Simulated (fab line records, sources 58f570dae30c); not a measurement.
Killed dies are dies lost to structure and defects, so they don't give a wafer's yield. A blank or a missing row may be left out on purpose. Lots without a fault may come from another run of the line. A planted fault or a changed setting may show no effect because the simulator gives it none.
Which tool did it? | flow berkeley_cmos170 | 7 lots, 21 wafers sampled, at 2 steps of a route of 331

WHAT THE GAUGES READ, wafer by wafer
UCB170_NVT_TW_MEAS_09.
lot  | measured    | on            | NVT_TW
L453 | day 5 20:47 | film_metro-01 | 533 532 531
L455 | day 6 13:46 | film_metro-02 | 517 520 516
L458 | day 7 02:50 | film_metro-03 | 436 435 437
L459 | day 7 03:07 | film_metro-01 | 448 447 445
L467 | day 8 18:23 | film_metro-03 | 511 511 512
L470 | day 8 23:29 | film_metro-02 | 524 523 522
L473 | day 9 16:18 | film_metro-03 | 516 512 512

WHICH TOOL RAN EACH LOT (tool, then ch and the chambers of the sampled wafers, then the start)
lot  | UCB170_NVT_IMPLANT_07
L453 | implanter-03 ch 0, day 5 20:32
L455 | implanter-02 ch 0, day 6 13:32
L458 | implanter-02 ch 0, day 7 02:37
L459 | implanter-02 ch 0, day 7 02:52
L467 | implanter-04 ch 0, day 8 18:08
L470 | implanter-04 ch 0, day 8 23:16
L473 | implanter-03 ch 0, day 9 16:05
- UCB170_NVT_IMPLANT_07

THE ANSWER, worked out from the rows above alone
Rule: what is usual is taken from the lots themselves. Put in order of their means at a reading, lots are off if they are a third of the lots or fewer, leave a main group of 4 or more, and stand apart from it by a gap of 3 or more times the standard deviation of the main group's means; of several such gaps the widest counts. A main group whose means are all the same, to the digits that the tables above print for the reading, isn't used. A lot without any number at a reading at which 4 lots or more have one is off too. The other lots that the step has rows for count as sound.
Off: L458, L459, at UCB170_NVT_TW_MEAS_09 (NVT_TW). The main group: mean 519, standard deviation 7.4.
A tool fits if, at a process step before that reading, it ran every lot that is off, and no sound lot after the first of them. The gauges at UCB170_NVT_TW_MEAS_09 are tried like those tools. One fits: implanter-02 at UCB170_NVT_IMPLANT_07. Its last sound lot is L455 (day 6 13:32), its first lot that is off L458 (day 7 02:37): a fault that began between those two fits.

WHAT THE SIMULATOR HAD PUT IN
Process parameter drift: implanter-02, from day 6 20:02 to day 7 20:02, at UCB170_NVT_IMPLANT_07. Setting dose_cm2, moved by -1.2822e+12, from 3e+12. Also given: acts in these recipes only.
Lots struck among those shown: L458, L459. The rule above found the same.
